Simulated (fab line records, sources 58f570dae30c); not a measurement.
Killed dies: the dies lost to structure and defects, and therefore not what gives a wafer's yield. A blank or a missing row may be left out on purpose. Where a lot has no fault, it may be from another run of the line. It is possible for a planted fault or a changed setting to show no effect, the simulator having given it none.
fab line records / flow berkeley-cmos170
record lots=6 wafers=18 last-day=13
route steps=331 shown PFIELD@86 FIELD@89 SACOX@97
lots with no fault: from the same line, run without faults
start-h: hours from the record's opening day to when the first of the lot's shown wafers began / wait-h: time in hours since the lot's previous step / " the same as in the row above / L1.1+2: a single row standing in for several wafers / - value missing, or start not given / * or withheld: withheld / < > ~ a bound
route shown NAME@n: names a module that has steps shown in the file, with the first one's number in the route / usual: mean/standard deviation of fault-free wafers / same: alike in all rows / chamber/n: place in a boat / sites: the reading at each site / _std_site: the standard deviation of these / _edge_site: mean of outer sites minus mean of inner sites / radius-mm: how far each site lies from the wafer's centre / mask NAME#n: copy n / behind: the last tool/chamber to shape the wafer / hold: why the lot went on hold/how many hours it stayed there/how the hold came to an end / device: transistor that didn't switch, given as n, p or np / end of line: the tests these same wafers got at the end of their route / a step without rows: its recipe alone / killed: at the first sort, the dies lost to defects and structure; wafer yield is something else / map: per-die view of a wafer (x killed, . not killed, _ where there is no die)
set.NAME: the setting that was run; set.NAME@STEP: the one run at that earlier step / model.NAME: the simulator's own value behind a step, which no gauge read
a table for each step, a row for each wafer; lots at some steps of the route
services: a tool's chamber out of use, with start hour (start-h, from the record's first day; less than 0 if before it), hours out, and reason
## steps
# step UCB170_PFIELD_IMPLANT_07
# recipe species=B dose-cm2=2e+13 energy-kev=80 tilt-deg=7
# step UCB170_PFIELD_STRIP_08
# recipe chemistry=O2 power-w=400 pressure-mtorr=3500 platen-temp-c=withheld o2-flow-sccm=400 overash-fraction=0.5
# usual drypump-motor-current-A=5.81/0.26 oes-product-au=0.735/0.0047 strip-time-to-endpoint-s=21.66/0.066
# same overash-fraction=0.5
lot.wafer=L224.4 tool=plasma-asher-03 chamber=1 start-h=100.07 wait-h=0.1 drypump-motor-current-A=5.55 oes-product-au=0.731 rf-hours-counter-h=- strip-time-to-endpoint-s=21.59
lot.wafer=L224.5 tool=plasma-asher-03 chamber=1 start-h=100.07 wait-h=0.1 drypump-motor-current-A=5.53 oes-product-au=0.740 rf-hours-counter-h=- strip-time-to-endpoint-s=21.60
lot.wafer=L224.6 tool=plasma-asher-03 chamber=0 start-h=100.07 wait-h=0.1 drypump-motor-current-A=5.81 oes-product-au=0.737 rf-hours-counter-h=- strip-time-to-endpoint-s=21.59
lot.wafer=L229.1 tool=plasma-asher-01 chamber=0 start-h=125.81 wait-h=0.1 drypump-motor-current-A=5.98 oes-product-au=0.732 rf-hours-counter-h=1 strip-time-to-endpoint-s=21.48
lot.wafer=L229.3 tool=plasma-asher-01 chamber=0 start-h=125.81 wait-h=0.1 drypump-motor-current-A=5.96 oes-product-au=0.737 rf-hours-counter-h=- strip-time-to-endpoint-s=21.55
lot.wafer=L229.5 tool=plasma-asher-01 chamber=1 start-h=125.81 wait-h=0.1 drypump-motor-current-A=5.51 oes-product-au=0.738 rf-hours-counter-h=- strip-time-to-endpoint-s=21.52
lot.wafer=L234.2 tool=plasma-asher-04 chamber=1 start-h=164.83 wait-h=0.1 drypump-motor-current-A=5.91 oes-product-au=0.731 rf-hours-counter-h=41 strip-time-to-endpoint-s=21.57
lot.wafer=L234.3 tool=plasma-asher-04 chamber=1 start-h=164.83 wait-h=0.1 drypump-motor-current-A=5.90 oes-product-au=0.733 rf-hours-counter-h=- strip-time-to-endpoint-s=21.58
lot.wafer=L234.4 tool=plasma-asher-04 chamber=0 start-h=164.83 wait-h=0.1 drypump-motor-current-A=6.32 oes-product-au=0.729 rf-hours-counter-h=- strip-time-to-endpoint-s=21.66
lot.wafer=L235.2 tool=plasma-asher-01 chamber=0 start-h=165.11 wait-h=0.1 drypump-motor-current-A=5.96 oes-product-au=0.734 rf-hours-counter-h=5 strip-time-to-endpoint-s=21.80
lot.wafer=L235.3 tool=plasma-asher-01 chamber=1 start-h=165.11 wait-h=0.1 drypump-motor-current-A=5.53 oes-product-au=0.732 rf-hours-counter-h=- strip-time-to-endpoint-s=21.72
lot.wafer=L235.5 tool=plasma-asher-01 chamber=0 start-h=165.11 wait-h=0.1 drypump-motor-current-A=5.96 oes-product-au=0.731 rf-hours-counter-h=- strip-time-to-endpoint-s=21.80
lot.wafer=L242.3 tool=plasma-asher-03 chamber=0 start-h=204.71 wait-h=0.1 drypump-motor-current-A=5.79 oes-product-au=0.725 rf-hours-counter-h=- strip-time-to-endpoint-s=21.66
lot.wafer=L242.5 tool=plasma-asher-03 chamber=1 start-h=204.71 wait-h=0.1 drypump-motor-current-A=5.56 oes-product-au=0.730 rf-hours-counter-h=- strip-time-to-endpoint-s=21.59
lot.wafer=L242.6 tool=plasma-asher-03 chamber=0 start-h=204.71 wait-h=0.1 drypump-motor-current-A=5.78 oes-product-au=0.738 rf-hours-counter-h=- strip-time-to-endpoint-s=21.64
lot.wafer=L246.1 tool=plasma-asher-01 chamber=0 start-h=226.40 wait-h=0.1 drypump-motor-current-A=5.96 oes-product-au=0.735 rf-hours-counter-h=12 strip-time-to-endpoint-s=21.65
lot.wafer=L246.3 tool=plasma-asher-01 chamber=1 start-h=226.40 wait-h=0.1 drypump-motor-current-A=5.51 oes-product-au=0.739 rf-hours-counter-h=- strip-time-to-endpoint-s=21.62
lot.wafer=L246.5 tool=plasma-asher-01 chamber=1 start-h=226.40 wait-h=0.1 drypump-motor-current-A=5.53 oes-product-au=0.737 rf-hours-counter-h=- strip-time-to-endpoint-s=21.67
# step UCB170_PFIELD_TW_MEAS_09
# usual PFIELD_TW=601/4.1
lot.wafer=L224.4 tool=film-metro-01 chamber=- start-h=100.17 wait-h=0.1 PFIELD_TW=601
lot.wafer=L224.5 tool=film-metro-01 chamber=- start-h=100.17 wait-h=0.1 PFIELD_TW=606
lot.wafer=L224.6 tool=film-metro-01 chamber=- start-h=100.17 wait-h=0.1 PFIELD_TW=602
lot.wafer=L229.1 tool=film-metro-01 chamber=- start-h=125.91 wait-h=0.1 PFIELD_TW=599
lot.wafer=L229.3 tool=film-metro-01 chamber=- start-h=125.91 wait-h=0.1 PFIELD_TW=604
lot.wafer=L229.5 tool=film-metro-01 chamber=- start-h=125.91 wait-h=0.1 PFIELD_TW=602
lot.wafer=L234.2 tool=film-metro-03 chamber=- start-h=164.94 wait-h=0.1 PFIELD_TW=601
lot.wafer=L234.3 tool=film-metro-03 chamber=- start-h=164.94 wait-h=0.1 PFIELD_TW=599
lot.wafer=L234.4 tool=film-metro-03 chamber=- start-h=164.94 wait-h=0.1 PFIELD_TW=599
lot.wafer=L235.2 tool=film-metro-02 chamber=- start-h=165.22 wait-h=0.1 PFIELD_TW=607
lot.wafer=L235.3 tool=film-metro-02 chamber=- start-h=165.22 wait-h=0.1 PFIELD_TW=607
lot.wafer=L235.5 tool=film-metro-02 chamber=- start-h=165.22 wait-h=0.1 PFIELD_TW=602
lot.wafer=L242.3 tool=film-metro-01 chamber=- start-h=204.80 wait-h=0.1 PFIELD_TW=601
lot.wafer=L242.5 tool=film-metro-01 chamber=- start-h=204.80 wait-h=0.1 PFIELD_TW=601
lot.wafer=L242.6 tool=film-metro-01 chamber=- start-h=204.80 wait-h=0.1 PFIELD_TW=601
lot.wafer=L246.1 tool=film-metro-03 chamber=- start-h=226.50 wait-h=0.1 PFIELD_TW=593
lot.wafer=L246.3 tool=film-metro-03 chamber=- start-h=226.50 wait-h=0.1 PFIELD_TW=594
lot.wafer=L246.5 tool=film-metro-03 chamber=- start-h=226.50 wait-h=0.1 PFIELD_TW=594
# step UCB170_FIELD_CLEAN_00
# recipe chemistry=dHF dilution=25:1 time-s=7.5
# step UCB170_FIELD_OXIDATION_01
# recipe temp-c=1000 ambient=H2O p-h2o-torr=584.62 target-thk-a=5583 ox-time-s=7200
# step UCB170_FIELD_THK_MEAS_02
# recipe reads=SiO2_of_FIELD_OXIDATION_01
# usual FIELD_OXIDE_THK=556/11
lot.wafer=L224.4 tool=film-metro-02 chamber=- start-h=108.13 wait-h=0.0 FIELD_OXIDE_THK[nm]=570
lot.wafer=L224.5 tool=film-metro-02 chamber=- start-h=108.13 wait-h=0.0 FIELD_OXIDE_THK[nm]=565
lot.wafer=L224.6 tool=film-metro-02 chamber=- start-h=108.13 wait-h=0.0 FIELD_OXIDE_THK[nm]=576
lot.wafer=L229.1 tool=film-metro-02 chamber=- start-h=137.79 wait-h=0.0 FIELD_OXIDE_THK[nm]=546
lot.wafer=L229.3 tool=film-metro-02 chamber=- start-h=137.79 wait-h=0.0 FIELD_OXIDE_THK[nm]=555
lot.wafer=L229.5 tool=film-metro-02 chamber=- start-h=137.79 wait-h=0.0 FIELD_OXIDE_THK[nm]=552
lot.wafer=L234.2 tool=film-metro-02 chamber=- start-h=170.91 wait-h=0.0 FIELD_OXIDE_THK[nm]=561
lot.wafer=L234.3 tool=film-metro-02 chamber=- start-h=170.91 wait-h=0.0 FIELD_OXIDE_THK[nm]=565
lot.wafer=L234.4 tool=film-metro-02 chamber=- start-h=170.91 wait-h=0.0 FIELD_OXIDE_THK[nm]=551
lot.wafer=L235.2 tool=film-metro-04 chamber=- start-h=175.00 wait-h=0.0 FIELD_OXIDE_THK[nm]=553
lot.wafer=L235.3 tool=film-metro-04 chamber=- start-h=175.00 wait-h=0.0 FIELD_OXIDE_THK[nm]=551
lot.wafer=L235.5 tool=film-metro-04 chamber=- start-h=175.00 wait-h=0.0 FIELD_OXIDE_THK[nm]=549
lot.wafer=L242.3 tool=film-metro-02 chamber=- start-h=211.97 wait-h=0.0 FIELD_OXIDE_THK[nm]=555
lot.wafer=L242.5 tool=film-metro-02 chamber=- start-h=211.97 wait-h=0.0 FIELD_OXIDE_THK[nm]=556
lot.wafer=L242.6 tool=film-metro-02 chamber=- start-h=211.97 wait-h=0.0 FIELD_OXIDE_THK[nm]=552
lot.wafer=L246.1 tool=film-metro-01 chamber=- start-h=234.53 wait-h=0.0 FIELD_OXIDE_THK[nm]=526
lot.wafer=L246.3 tool=film-metro-01 chamber=- start-h=234.53 wait-h=0.0 FIELD_OXIDE_THK[nm]=527
lot.wafer=L246.5 tool=film-metro-01 chamber=- start-h=234.53 wait-h=0.0 FIELD_OXIDE_THK[nm]=533
# step UCB170_FIELD_ANNEAL_03
# recipe temp-c=1000 time-s=1200 ambient=N2
# step UCB170_FIELD_WET_ETCH_04
# recipe chemistry=dHF dilution=10:1 target=SiO2 temp-c=25 time-s=60
# step UCB170_FIELD_WET_ETCH_05
# recipe chemistry=H3PO4 target=Si3N4 temp-c=160 time-s=12600
# step UCB170_FIELD_WET_ETCH_06
# recipe chemistry=BOE dilution=5:1 target=SiO2 temp-c=25 time-s=23.05
# step UCB170_FIELD_THK_MEAS_90
# recipe reads=SiO2_of_FIELD_OXIDATION_01
# usual FIELD_OXIDE_LEFT_1_THK=440/11
lot.wafer=L224.4 tool=film-metro-01 chamber=- start-h=117.76 wait-h=0.0 FIELD_OXIDE_LEFT_1_THK[nm]=455
lot.wafer=L224.5 tool=film-metro-01 chamber=- start-h=117.76 wait-h=0.0 FIELD_OXIDE_LEFT_1_THK[nm]=448
lot.wafer=L224.6 tool=film-metro-01 chamber=- start-h=117.76 wait-h=0.0 FIELD_OXIDE_LEFT_1_THK[nm]=459
lot.wafer=L229.1 tool=film-metro-02 chamber=- start-h=149.01 wait-h=0.0 FIELD_OXIDE_LEFT_1_THK[nm]=429
lot.wafer=L229.3 tool=film-metro-02 chamber=- start-h=149.01 wait-h=0.0 FIELD_OXIDE_LEFT_1_THK[nm]=438
lot.wafer=L229.5 tool=film-metro-02 chamber=- start-h=149.01 wait-h=0.0 FIELD_OXIDE_LEFT_1_THK[nm]=436
lot.wafer=L234.2 tool=film-metro-02 chamber=- start-h=182.05 wait-h=0.0 FIELD_OXIDE_LEFT_1_THK[nm]=443
lot.wafer=L234.3 tool=film-metro-02 chamber=- start-h=182.05 wait-h=0.0 FIELD_OXIDE_LEFT_1_THK[nm]=447
lot.wafer=L234.4 tool=film-metro-02 chamber=- start-h=182.05 wait-h=0.0 FIELD_OXIDE_LEFT_1_THK[nm]=433
lot.wafer=L235.2 tool=film-metro-01 chamber=- start-h=182.05 wait-h=0.0 FIELD_OXIDE_LEFT_1_THK[nm]=436
lot.wafer=L235.3 tool=film-metro-01 chamber=- start-h=182.05 wait-h=0.0 FIELD_OXIDE_LEFT_1_THK[nm]=434
lot.wafer=L235.5 tool=film-metro-01 chamber=- start-h=182.05 wait-h=0.0 FIELD_OXIDE_LEFT_1_THK[nm]=432
lot.wafer=L242.3 tool=film-metro-02 chamber=- start-h=222.42 wait-h=0.0 FIELD_OXIDE_LEFT_1_THK[nm]=439
lot.wafer=L242.5 tool=film-metro-02 chamber=- start-h=222.42 wait-h=0.0 FIELD_OXIDE_LEFT_1_THK[nm]=441
lot.wafer=L242.6 tool=film-metro-02 chamber=- start-h=222.42 wait-h=0.0 FIELD_OXIDE_LEFT_1_THK[nm]=437
lot.wafer=L246.1 tool=film-metro-04 chamber=- start-h=244.61 wait-h=0.0 FIELD_OXIDE_LEFT_1_THK[nm]=409
lot.wafer=L246.3 tool=film-metro-04 chamber=- start-h=244.61 wait-h=0.0 FIELD_OXIDE_LEFT_1_THK[nm]=410
lot.wafer=L246.5 tool=film-metro-04 chamber=- start-h=244.61 wait-h=0.0 FIELD_OXIDE_LEFT_1_THK[nm]=416
# step UCB170_SACOX_CLEAN_00
# recipe chemistry=dHF dilution=25:1 time-s=7.5
# step UCB170_SACOX_OXIDATION_01
# recipe temp-c=900 ambient=O2 target-thk-a=144 ox-time-s=2400
# usual ox-temp-c=900.0/0.43 ox-temp-c-max=906.0/1.6
lot.wafer=L224.4 tool=furnace-04 chamber=0 start-h=121.19 wait-h=3.4 ox-temp-c=900.6 ox-temp-c-max=905.1
lot.wafer=L224.5 tool=furnace-04 chamber=0 start-h=121.19 wait-h=3.4 ox-temp-c=899.8 ox-temp-c-max=904.4
lot.wafer=L224.6 tool=furnace-04 chamber=0 start-h=121.19 wait-h=3.4 ox-temp-c=900.4 ox-temp-c-max=904.2
lot.wafer=L229.1 tool=furnace-02 chamber=0 start-h=153.97 wait-h=4.8 ox-temp-c=899.6 ox-temp-c-max=906.9
lot.wafer=L229.3 tool=furnace-02 chamber=0 start-h=153.97 wait-h=4.8 ox-temp-c=899.8 ox-temp-c-max=906.2
lot.wafer=L229.5 tool=furnace-02 chamber=0 start-h=153.97 wait-h=4.8 ox-temp-c=899.4 ox-temp-c-max=909.6
lot.wafer=L234.2 tool=furnace-04 chamber=- start-h=184.78 wait-h=2.7 ox-temp-c=- ox-temp-c-max=-
lot.wafer=L234.3 tool=furnace-04 chamber=- start-h=184.78 wait-h=2.7 ox-temp-c=- ox-temp-c-max=-
lot.wafer=L234.4 tool=furnace-04 chamber=- start-h=184.78 wait-h=2.7 ox-temp-c=- ox-temp-c-max=-
lot.wafer=L235.2 tool=furnace-04 chamber=- start-h=184.78 wait-h=2.7 ox-temp-c=- ox-temp-c-max=-
lot.wafer=L235.3 tool=furnace-04 chamber=- start-h=184.78 wait-h=2.7 ox-temp-c=- ox-temp-c-max=-
lot.wafer=L235.5 tool=furnace-04 chamber=- start-h=184.78 wait-h=2.7 ox-temp-c=- ox-temp-c-max=-
lot.wafer=L242.3 tool=furnace-02 chamber=0 start-h=225.78 wait-h=3.2 ox-temp-c=899.7 ox-temp-c-max=908.3
lot.wafer=L242.5 tool=furnace-02 chamber=0 start-h=225.78 wait-h=3.2 ox-temp-c=899.9 ox-temp-c-max=905.7
lot.wafer=L242.6 tool=furnace-02 chamber=0 start-h=225.78 wait-h=3.2 ox-temp-c=899.9 ox-temp-c-max=906.8
lot.wafer=L246.1 tool=furnace-01 chamber=0 start-h=247.40 wait-h=2.7 ox-temp-c=899.5 ox-temp-c-max=906.7
lot.wafer=L246.3 tool=furnace-01 chamber=0 start-h=247.40 wait-h=2.7 ox-temp-c=899.8 ox-temp-c-max=907.2
lot.wafer=L246.5 tool=furnace-01 chamber=0 start-h=247.40 wait-h=2.7 ox-temp-c=899.3 ox-temp-c-max=905.6
## services
tool=plasma-asher-04 chamber=- start-h=87.68 hours=1.1 kind=repair
tool=plasma-asher-01 chamber=- start-h=108.75 hours=9.0 kind=pm
tool=plasma-asher-01 chamber=0 start-h=108.75 hours=9.0 kind=vent-cycle
tool=plasma-asher-01 chamber=1 start-h=108.75 hours=9.0 kind=vent-cycle
tool=plasma-asher-01 chamber=0 start-h=117.75 hours=- kind=clean
tool=plasma-asher-01 chamber=1 start-h=117.75 hours=- kind=clean
tool=furnace-02 chamber=- start-h=130.45 hours=3.1 kind=pm
tool=furnace-01 chamber=- start-h=130.98 hours=3.8 kind=pm
tool=furnace-01 chamber=- start-h=134.79 hours=5.0 kind=pm
tool=plasma-asher-04 chamber=- start-h=139.59 hours=10.4 kind=pm
tool=furnace-04 chamber=- start-h=159.65 hours=3.7 kind=pm
tool=furnace-02 chamber=- start-h=206.14 hours=2.9 kind=repair
tool=furnace-04 chamber=- start-h=235.19 hours=1.2 kind=repair
## key
first-sign step=UCB170_SACOX_OXIDATION_01 reading=tool-record direction=missing
effect none on later readings
met-at UCB170_SACOX_OXIDATION_01
struck-wafers L234.2,L234.3,L234.4,L235.2,L235.3,L235.5
later-rows-left-out L234.2,L234.3,L234.4,L235.2,L235.3,L235.5
sort-left-out L234.2,L234.3,L234.4,L235.2,L235.3,L235.5
tester-left-out L234,L235
onset-between 121.19 184.78
fault kind=skipped-step-whole tool=furnace-04 chamber=- onset-h=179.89 steps=UCB170_SACOX_OXIDATION_01 scope=struck-lots-only
# tester-left-out: of these lots the tester's yield and bins aren't shown, on N5 and GAA mostly nor the transistor test; their killed dies are dies lost to structure and defects alone, not to doping, threshold or leakage, so they don't give the yield
# sort-left-out: the simulated sort isn't trusted on such a fault, so these wafers' sort isn't shown, and their yield isn't known
# later-rows-left-out: the simulator's readings of these wafers behind a module that went badly wrong aren't trusted and aren't shown, but for the sort
